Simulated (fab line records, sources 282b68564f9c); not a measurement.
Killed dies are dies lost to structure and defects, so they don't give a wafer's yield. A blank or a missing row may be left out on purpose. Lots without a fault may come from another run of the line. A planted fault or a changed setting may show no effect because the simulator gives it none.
Chamber matching | flow rit_cmos | RIT_GATE_ETCH_19 on rie_si-02: 4 sister chambers
The step etches poly-Si in SF6/CHF3/O2, stops on SiO2, time 158.5 s, target depth 312.5 nm. 14 wafers are shown with their chamber, then 7 later ones without.

WAFERS WITH THEIR CHAMBER
wafer  | chamber | drypump_motor_current_A (A) | throttle_valve_pct (%) | oes_product_au (a.u.)
L658.3 | 1       | 4.8                         | 10.29                  | 0.846
L658.4 | 0       | 6.2                         | 10.18                  | 0.849
L658.5 | 3       | 5.6                         | 10.62                  | 0.848
L660.1 | 1       | 4.8                         | 10.28                  | 0.858
L660.5 | 1       | 4.8                         | 10.30                  | 0.853
L660.6 | 0       | 6.2                         | 10.17                  | 0.859
L662.2 | 2       | 5.4                         | 10.27                  | 0.843
L662.3 | 0       | 6.3                         | 10.17                  | 0.844
L662.4 | 1       | 4.8                         | 10.30                  | 0.842
L674.1 | 1       | 4.8                         | 10.29                  | 0.852
L674.2 | 3       | 5.6                         | 10.60                  | 0.849
L674.4 | 0       | 6.2                         | 10.17                  | 0.852
L676.1 | 0       | 6.2                         | 10.19                  | 0.842
L676.2 | 3       | 5.6                         | 10.62                  | 0.856

SIGNATURES (means of the wafers above)
reading                 | chamber 0 | chamber 1 | chamber 2 | chamber 3 | scatter within a chamber
drypump_motor_current_A | 6.220     | 4.800     | 5.400     | 5.600     | 0.0283
throttle_valve_pct      | 10.1760   | 10.2920   | 10.2700   | 10.6133   | 0.00931
oes_product_au          | 0.84920   | 0.85020   | 0.84300   | 0.85100   | 0.00614
Rule: a wafer's distance from a chamber is the root of the sum, over the readings, of the square of ((its reading less the chamber's mean) divided by the reading's scatter). The wafer belongs to the nearest chamber; if the next one is less than 2 further off, it can't be placed. The scatter: the root of (the sum of the squares of (reading less its chamber's mean) over the shown wafers, divided by (wafers less chambers)).

WAFERS WITHOUT THEIR CHAMBER
wafer  | drypump_motor_current_A (A) | throttle_valve_pct (%) | oes_product_au (a.u.)
L676.4 | 5.4                         | 10.25                  | 0.854
L678.1 | 5.6                         | 10.61                  | 0.851
L678.2 | 4.8                         | 10.29                  | 0.842
L678.6 | 6.2                         | 10.16                  | 0.853
L680.1 | 5.6                         | 10.62                  | 0.854
L680.3 | 4.8                         | 10.29                  | 0.849
L680.5 | 6.2                         | 10.17                  | 0.860

WHICH CHAMBER EACH WENT THROUGH
wafer  | from the rows above | in truth
L676.4 | 2                   | 2
L678.1 | 3                   | 3
L678.2 | 1                   | 1
L678.6 | 0                   | 0
L680.1 | 3                   | 3
L680.3 | 1                   | 1
L680.5 | 0                   | 0
Placed correctly: 7 of 7. Can't be placed from these rows: 0. Placed wrongly: 0.
